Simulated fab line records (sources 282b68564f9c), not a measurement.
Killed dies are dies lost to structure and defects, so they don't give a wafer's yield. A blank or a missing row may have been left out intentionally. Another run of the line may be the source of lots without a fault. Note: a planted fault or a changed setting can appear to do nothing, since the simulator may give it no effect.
fab line records | flow ritCmos
record: lots: 5 wafers: 15 lastDay: 7
route steps=202 shown PSD@150 SDANNEAL@153 NSD@158 PLDD@159 NLDD@160 SILICIDE@161 M1@202
lots that met no fault: taken from a fault-free run of the same line
startH: hours from the record's first day to the start of the lot's first wafer shown | waitH: how many hours have passed since the lot's step before this one | " the same as in the row above | L1.1+2: a row that stands for several wafers | - no value, or no start was given | * or withheld: withheld | < > ~ a bound
route shown NAME@n: NAME is a module with steps in the file, n the number in the route of the first one | usual: mean/standard deviation of fault-free wafers | same: alike in all rows | chamber/n: place in a boat | sites: per-site readings | _std_site: the standard deviation of these | _edge_site: outer sites' mean less inner sites' | radiusMm: for every site, how far away it sits from the centre of the wafer | mask NAME#n: copy n | behind: the last tool/chamber to shape the wafer | hold: the reason the lot was held/the length of the hold in hours/how it ended | device: the n, p or np transistor that did not switch | end of line: at the end of the route, the tests of the same wafers | a step given without rows: its recipe and nothing more | killed: the dies lost at the first sort to structure and to defects; this is not the yield of the wafer | map: per-die view of a wafer (x killed, . not killed, _ where there is no die)
set.NAME: the setting that was run; set.NAME@STEP: the one run at that earlier step | model.NAME: the simulator's own value behind a step, which no gauge read
lots at some steps of the route; a table a step, a row a wafer
services: when a tool's chamber went out of use (startH, in hours from the record's first day, below 0 if earlier), for how many hours, and the reason
== steps ==
step: RIT_PSD_IMPLANT_08
recipe: species: BF2 energyKev: 27 doseCm2: 4.95e+15 tiltDeg: 7
step: RIT_PSD_STRIP_09
recipe: chemistry: O2 timeS: 180 resist: NOVOLAK platenTempC: withheld powerW: 500 pressureMtorr: 4000 o2FlowSccm: 4000
usual: drypumpMotorCurrentA: 5.9/0.45
columns lot.wafer tool chamber startH waitH drypumpMotorCurrentA rfHoursCounterH
L129.2 plasmaAsher-03 1 79.13 0.1 6.1 45
L129.5 " 0 " " 5.9 -
L129.6 " 1 " " 6.0 -
L130.3 plasmaAsher-01 0 84.20 0.1 6.3 -
L130.4 " 1 " " 6.0 -
L130.6 " 1 " " 6.0 -
L133.2 plasmaAsher-01 0 101.49 0.1 6.4 43
L133.4 " 1 " " 6.0 -
L133.5 " 0 " " 6.3 -
L143.1 plasmaAsher-04 0 148.98 0.1 5.0 52
L143.2 " 1 " " 6.3 52
L143.3 " 1 " " 6.3 -
L146.4 plasmaAsher-01 0 164.83 0.1 6.4 -
L146.5 " 1 " " 6.1 -
L146.6 " 0 " " 6.4 -
step: RIT_PSD_TW_MEAS_10
usual: PSD_TW: 3450/34
columns lot.wafer tool chamber startH waitH PSD_TW
L129.2 filmMetro-02 - 79.31 0.1 3491
L129.5 " - " " 3500
L129.6 " - " " 3512
L130.3 filmMetro-02 - 84.34 0.1 3531
L130.4 " - " " 3507
L130.6 " - " " 3506
L133.2 filmMetro-04 - 101.67 0.1 3431
L133.4 " - " " 3432
L133.5 " - " " 3441
L143.1 filmMetro-04 - 149.15 0.1 3432
L143.2 " - " " 3432
L143.3 " - " " 3448
L146.4 filmMetro-04 - 164.98 0.1 3410
L146.5 " - " " 3418
L146.6 " - " " 3419
step: RIT_SDANNEAL_CLEAN_00
recipe: chemistry: SC1 mix: 3:3:50 timeS: 600 tempC: 75
step: RIT_SDANNEAL_CLEAN_01
recipe: chemistry: dHF dilution: 50:1 timeS: 30
step: RIT_SDANNEAL_CLEAN_02
recipe: chemistry: SC2 mix: 3:3:50 timeS: 600 tempC: 75 dry: n2Spin
step: RIT_SDANNEAL_RTA_03
recipe: tempC: 1050 timeS: 5 idleTempC: 600 rampUpCPerS: 342 rampDownCPerS: 171 coolToC: 600 ambient: N2
usual: rampUpCPerS: 342.00/0.059 wafer_temp_C_max: 1053.6/1.1
columns lot.wafer tool chamber startH waitH rampUpCPerS wafer_temp_C_max
L129.2 rtpAnneal-02 0 79.74 0.0 341.91 1052.7
L129.5 " 0 " " 342.04 1054.9
L129.6 " 0 " " 341.92 1053.5
L130.3 rtpAnneal-01 0 84.76 0.0 342.01 1052.6
L130.4 " 0 " " 341.91 1054.7
L130.6 " 0 " " 341.91 1052.4
L133.2 rtpAnneal-02 0 102.10 0.0 341.94 1051.6
L133.4 " 0 " " 342.03 1054.0
L133.5 " 0 " " 342.04 1054.3
L143.1 rtpAnneal-02 0 149.61 0.0 341.93 1053.9
L143.2 " 0 " " 341.86 1053.4
L143.3 " 0 " " 341.93 1052.7
L146.4 rtpAnneal-01 0 165.40 0.0 341.92 1054.5
L146.5 " 0 " " 342.07 1053.5
L146.6 " 0 " " 342.11 1054.3
step: RIT_SDANNEAL_RS_MEAS_04
recipe: thkMeasGauge: four-point-probe
usual: PSD_RS: 116.0/0.3
columns lot.wafer tool chamber startH waitH PSD_RS[ohm/sq]
L129.2 filmMetro-03 - 79.81 0.1 115.8
L129.5 " - " " 115.9
L129.6 " - " " 115.9
L130.3 filmMetro-03 - 84.84 0.1 116.2
L130.4 " - " " 115.6
L130.6 " - " " 115.7
L133.2 filmMetro-04 - 102.17 0.1 116.4
L133.4 " - " " 116.2
L133.5 " - " " 116.0
L143.1 filmMetro-04 - 149.67 0.0 115.4
L143.2 " - " " 116.1
L143.3 " - " " 115.8
L146.4 filmMetro-02 - 165.49 0.1 116.3
L146.5 " - " " 116.4
L146.6 " - " " 116.4
step: RIT_SDANNEAL_RS_MEAS_05
recipe: thkMeasGauge: four-point-probe
usual: NSD_RS: 84.6/0.33
columns lot.wafer tool chamber startH waitH NSD_RS[ohm/sq]
L129.2 filmMetro-03 - 79.93 0.1 85.2
L129.5 " - " " 84.9
L129.6 " - " " 84.9
L130.3 filmMetro-03 - 84.96 0.1 84.8
L130.4 " - " " 84.8
L130.6 " - " " 84.8
L133.2 filmMetro-04 - 102.29 0.1 84.3
L133.4 " - " " 84.3
L133.5 " - " " 84.5
L143.1 filmMetro-04 - 149.79 0.1 83.9
L143.2 " - " " 83.9
L143.3 " - " " 84.3
L146.4 filmMetro-02 - 165.61 0.1 84.4
L146.5 " - " " 84.7
L146.6 " - " " 84.7
step: RIT_SDANNEAL_RS_MEAS_06
recipe: thkMeasGauge: four-point-probe
usual: PLDD_RS: 178.6/0.48
columns lot.wafer tool chamber startH waitH PLDD_RS[ohm/sq]
L129.2 filmMetro-03 - 80.05 0.1 178.8
L129.5 " - " " 179.0
L129.6 " - " " 178.7
L130.3 filmMetro-03 - 85.08 0.1 178.5
L130.4 " - " " 178.4
L130.6 " - " " 178.2
L133.2 filmMetro-04 - 102.41 0.1 178.0
L133.4 " - " " 177.9
L133.5 " - " " 177.7
L143.1 filmMetro-04 - 149.91 0.1 178.3
L143.2 " - " " 178.5
L143.3 " - " " 178.7
L146.4 filmMetro-02 - 165.73 0.1 178.0
L146.5 " - " " 178.3
L146.6 " - " " 178.1
step: RIT_SDANNEAL_RS_MEAS_07
recipe: thkMeasGauge: four-point-probe
usual: NLDD_RS: 151.7/0.57
columns lot.wafer tool chamber startH waitH NLDD_RS[ohm/sq]
L129.2 filmMetro-03 - 80.17 0.1 152.5
L129.5 " - " " 152.2
L129.6 " - " " 152.3
L130.3 filmMetro-03 - 85.20 0.1 150.6
L130.4 " - " " 150.7
L130.6 " - " " 150.8
L133.2 filmMetro-04 - 102.53 0.1 151.6
L133.4 " - " " 151.6
L133.5 " - " " 152.1
L143.1 filmMetro-04 - 150.03 0.1 151.0
L143.2 " - " " 151.4
L143.3 " - " " 151.3
L146.4 filmMetro-02 - 165.85 0.1 152.6
L146.5 " - " " 152.5
L146.6 " - " " 152.4
step: RIT_SILICIDE_WET_ETCH_00
recipe: chemistry: BOE target: SiO2 targetDepthNm: 14 timeS: 15 dry: n2Spin dilution: 10:1 tempC: 21.5
step: RIT_SILICIDE_SPUTTER_01
recipe: material: Ti targetThkNm: 30 powerW: 350 chamberPressurePa: 0.667 gas: Ar timeS: 240 substrateTempC: 25
usual: throttleValvePct: 30.4/1.5
columns lot.wafer tool chamber startH waitH throttleValvePct model.Ti_of_SILICIDE_SPUTTER_01.thkNm
L129.2 pvdSputter-03 - 80.28 0.0 31.6 29.87
L129.5 " - " " 32.7 29.51
L129.6 " - " " 31.7 29.6
L130.3 pvdSputter-01 - 85.29 0.0 28.7 29.85
L130.4 " - " " 29.8 29.67
L130.6 " - " " 30.1 29.73
L133.2 pvdSputter-03 - 102.64 0.0 31.6 29.46
L133.4 " - " " 31.6 29.54
L133.5 " - " " 31.5 29.44
L143.1 pvdSputter-03 - 150.16 0.0 31.8 29.72
L143.2 " - " " 32.5 29.72
L143.3 " - " " 31.5 26.58
L146.4 pvdSputter-01 - 165.93 0.0 30.0 29.83
L146.5 " - " " 29.8 29.94
L146.6 " - " " 30.0 29.67
step: RIT_SILICIDE_RS_MEAS_02
recipe: thkMeasGauge: four-point-probe reads: Ti_of_SILICIDE_SPUTTER_01
usual: SILICIDE_TI_RS: 48.5/0.42
columns lot.wafer tool chamber startH waitH SILICIDE_TI_RS[ohm/sq]
L129.2 filmMetro-03 - 80.60 0.2 48.2
L129.5 " - " " 48.8
L129.6 " - " " 48.7
L130.3 filmMetro-03 - 85.48 0.1 48.2
L130.4 " - " " 48.5
L130.6 " - " " 48.6
L133.2 filmMetro-03 - 102.81 0.1 49.0
L133.4 " - " " 48.8
L133.5 " - " " 49.0
L143.1 filmMetro-03 - 150.31 0.1 48.4
L143.2 " - " " 48.5
L143.3 " - " " 55.6
L146.4 filmMetro-01 - 166.15 0.1 48.4
L146.5 " - " " 48.1
L146.6 " - " " 48.7
step: RIT_SILICIDE_THK_MEAS_03
recipe: thkMeasGauge: xrf reads: Ti_of_SILICIDE_SPUTTER_01
usual: SILICIDE_TI_THK: 29.50/0.29
columns lot.wafer tool chamber startH waitH SILICIDE_TI_THK[nm]
L129.2 filmMetro-03 - 80.71 0.1 29.53
L129.5 " - " " 29.01
L129.6 " - " " 29.24
L130.3 filmMetro-03 - 85.58 0.1 29.48
L130.4 " - " " 29.29
L130.6 " - " " 29.19
L133.2 filmMetro-03 - 102.92 0.1 29.00
L133.4 " - " " 29.25
L133.5 " - " " 29.09
L143.1 filmMetro-03 - 150.43 0.1 29.34
L143.2 " - " " 29.39
L143.3 " - " " 26.26
L146.4 filmMetro-01 - 166.24 0.1 29.81
L146.5 " - " " 29.88
L146.6 " - " " 29.68
step: RIT_SILICIDE_RTA_04
recipe: tempC: 650 timeS: 10 idleTempC: 25 rampUpS: 5 rampDownS: 5 coolToC: 25 ambient: N2
usual: wafer_temp_C_max: 653.4/0.85
columns lot.wafer tool chamber startH waitH wafer_temp_C_max
L129.2 rtpAnneal-01 0 80.77 0.1 653.3
L129.5 " 0 " " 653.1
L129.6 " 0 " " 654.7
L130.3 rtpAnneal-02 0 85.65 0.1 654.2
L130.4 " 0 " " 653.1
L130.6 " 0 " " 653.4
L133.2 rtpAnneal-01 0 102.98 0.1 654.5
L133.4 " 0 " " 653.5
L133.5 " 0 " " 653.0
L143.1 rtpAnneal-01 0 150.49 0.1 655.2
L143.2 " 0 " " 654.1
L143.3 " 0 " " 653.7
L146.4 rtpAnneal-02 0 166.30 0.1 653.8
L146.5 " 0 " " 652.6
L146.6 " 0 " " 652.3
step: RIT_M1_PROBE_99
usual: killedAtContacts: 0.1/0.24 killedAtFrontEnd: 7/3.1 killedDies: 7/3.1 killedOpen: 3.6/2.1 killedShort: 3.2/2
same: grossDies: 264 killed_at_M0_to_M3: 0 killed_at_M4_up: 0 killedAtBackSide: 0 killedAtOther: 0
columns lot.wafer tool chamber startH waitH killedAtContacts killedAtFrontEnd killedDies killedOpen killedShort model.etest.npolyLine.lineOhmUm model.etest.ppolyLine.lineOhmUm model.etest.contactNplus.endOhmUm model.etest.contactPplus.endOhmUm model.etest.npolyLine.rsOhmSq model.etest.ppolyLine.rsOhmSq model.etest.npolySal.rsOhmSq model.etest.ppolySal.rsOhmSq
L129.2 prober-02 - 87.56 0.1 0 6 6 2 4 169.8 161.5 42.27 44.56 16.86 16.6 4.388 4.329
L129.5 prober-02 - 87.71 0.2 0 7 7 2 5 176.2 167.9 42.39 44.99 17.11 16.71 4.392 4.381
L129.6 prober-02 - 87.76 0.2 0 9 9 5 4 168.5 162.6 41.43 45.13 17.02 16.82 4.435 4.382
L130.3 prober-01 - 95.23 0.2 0 7 7 4 3 167.7 161.3 41.93 44.1 17.09 16.46 4.412 4.372
L130.4 prober-01 - 95.28 0.2 0 5 5 4 1 160 153.5 42.94 42.18 17.02 16.7 4.405 4.392
L130.6 prober-01 - 95.38 0.2 0 6 6 3 3 160.8 159.6 42.65 42.89 17.09 16.62 4.394 4.358
L133.2 prober-02 - 110.17 0.1 1 5 6 2 4 166.9 161.8 41.98 42.1 17.36 16.66 4.414 4.345
L133.4 prober-02 - 110.27 0.2 0 7 7 5 2 168.3 160.5 42.87 41.87 17.25 16.73 4.386 4.361
L133.5 prober-02 - 110.32 0.2 0 8 8 5 3 166.6 161.7 43.5 41.89 17.29 16.74 4.403 4.388
L143.1 prober-02 - 157.48 0.1 0 5 5 3 2 169.7 166.5 41.06 44.37 17.26 16.65 4.356 4.299
L143.2 prober-02 - 157.53 0.1 0 6 6 2 4 172 163.8 39.93 43.48 17.1 16.63 4.411 4.394
L143.3 prober-02 - 157.58 0.2 0 12 12 6 6 183.4 178.8 37.07 40.45 18.61 17.94 4.899 4.804
L146.4 prober-01 - 173.01 0.2 0 10 10 6 4 164.4 159.6 40.79 45.68 17.13 16.58 4.391 4.351
L146.5 prober-01 - 173.06 0.2 0 10 10 8 2 167.1 157.9 39.69 46.16 17.06 16.54 4.36 4.341
L146.6 prober-01 - 173.11 0.2 0 5 5 4 1 166.5 161.5 42.39 44.55 17.09 16.73 4.429 4.423
killed by level:class
L129.2 GATE:geometricParticle:short=3 FOX1:geometricParticle:open=1 SPACER:geometricParticle:short=1 SILICIDE:geometricParticle:open=1
L129.5 REOX:geometricParticle:short=2 FOX1:geometricParticle:open=1 FOX1:geometricParticle:short=1 GATE:geometricParticle:short=1 REOX:geometricParticle:open=1 SPACER:geometricParticle:short=1
L129.6 SILICIDE:geometricParticle:short=3 GATE:geometricParticle:open=2 REOX:geometricParticle:open=2 GATE:geometricParticle:short=1 SILICIDE:geometricParticle:open=1
L130.3 GATE:geometricParticle:short=3 FOX2:geometricParticle:open=2 SPACER:geometricParticle:open=1 SILICIDE:geometricParticle:open=1
L130.4 GATE:geometricParticle:open=2 FOX1:geometricParticle:short=1 REOX:geometricParticle:open=1 SPACER:geometricParticle:open=1
L130.6 GATE:geometricParticle:open=2 GATE:geometricParticle:short=2 REOX:geometricParticle:short=1 SPACER:geometricParticle:open=1
L133.2 GATE:geometricParticle:short=2 SPACER:geometricParticle:short=2 GATE:geometricParticle:open=1 CONTACT:geometricParticle:open=1
L133.4 GATE:geometricParticle:open=3 FOX2:geometricParticle:short=1 SPACER:geometricParticle:open=1 SPACER:geometricParticle:short=1 SILICIDE:geometricParticle:open=1
L133.5 GATE:geometricParticle:short=2 GATE:geometricParticle:open=2 SILICIDE:geometricParticle:open=2 FOX2:geometricParticle:open=1 SILICIDE:geometricParticle:short=1
L143.1 GATE:geometricParticle:open=2 GATE:geometricParticle:short=1 REOX:geometricParticle:short=1 SILICIDE:geometricParticle:open=1
L143.2 FOX2:geometricParticle:short=2 FOX2:geometricParticle:open=1 GATE:geometricParticle:open=1 REOX:geometricParticle:short=1 SPACER:geometricParticle:short=1
L143.3 FOX1:geometricParticle:open=3 REOX:geometricParticle:short=3 GATE:geometricParticle:open=2 FOX1:geometricParticle:short=1 REOX:geometricParticle:open=1 SPACER:geometricParticle:short=1 SILICIDE:geometricParticle:short=1
L146.4 GATE:geometricParticle:short=3 GATE:geometricParticle:open=3 REOX:geometricParticle:open=3 REOX:geometricParticle:short=1
L146.5 GATE:geometricParticle:open=3 SILICIDE:geometricParticle:open=2 FOX1:geometricParticle:open=1 FOX2:geometricParticle:short=1 REOX:geometricParticle:open=1 REOX:geometricParticle:short=1 SPACER:geometricParticle:open=1
L146.6 GATE:geometricParticle:open=2 REOX:geometricParticle:open=1 SPACER:geometricParticle:open=1 SILICIDE:geometricParticle:short=1
== services ==
columns tool chamber startH hours kind
plasmaAsher-03 - 108.71 1.9 repair
plasmaAsher-01 - 108.75 9.0 pm
plasmaAsher-01 0 108.75 9.0 ventCycle
plasmaAsher-01 1 108.75 9.0 ventCycle
plasmaAsher-01 - 115.26 0.9 repair
plasmaAsher-01 0 117.75 - clean
plasmaAsher-01 1 117.75 - clean
plasmaAsher-03 - 130.36 2.8 pm
== key ==
firstSign: step: RIT_SILICIDE_RS_MEAS_02 reading: SILICIDE_TI_RS direction: up sigmas: 17 usual: 48.5 struck: 55.6
effect: step: RIT_SILICIDE_THK_MEAS_03 reading: SILICIDE_TI_THK direction: down sigmas: 11 usual: 29.50 struck: 26.26
modelEffect: step: RIT_SILICIDE_SPUTTER_01 value: Ti_of_SILICIDE_SPUTTER_01.thkNm without: 29.54 struck: 26.58
modelEffect: step: RIT_M1_PROBE_99 value: etest.npolyLine.lineOhmUm without: 173.2 struck: 183.4
metAt RIT_SILICIDE_SPUTTER_01
struckWafers L143.3
testerLeftOut L143
onsetBetween 102.64 150.16
fault: kind: processParameterDrift tool: pvdSputter-03 chamber: - onsetH: 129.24 steps: RIT_SILICIDE_SPUTTER_01 channel: targetThkNm offset: -2.9586 shape: step endH: 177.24 stated: 30 scope: struckWafersOnly
testerLeftOut: of these lots the tester's yield and bins aren't shown, on N5 and GAA mostly nor the transistor test; their killed dies are dies lost to structure and defects alone, not to doping, threshold or leakage, so they don't give the yield
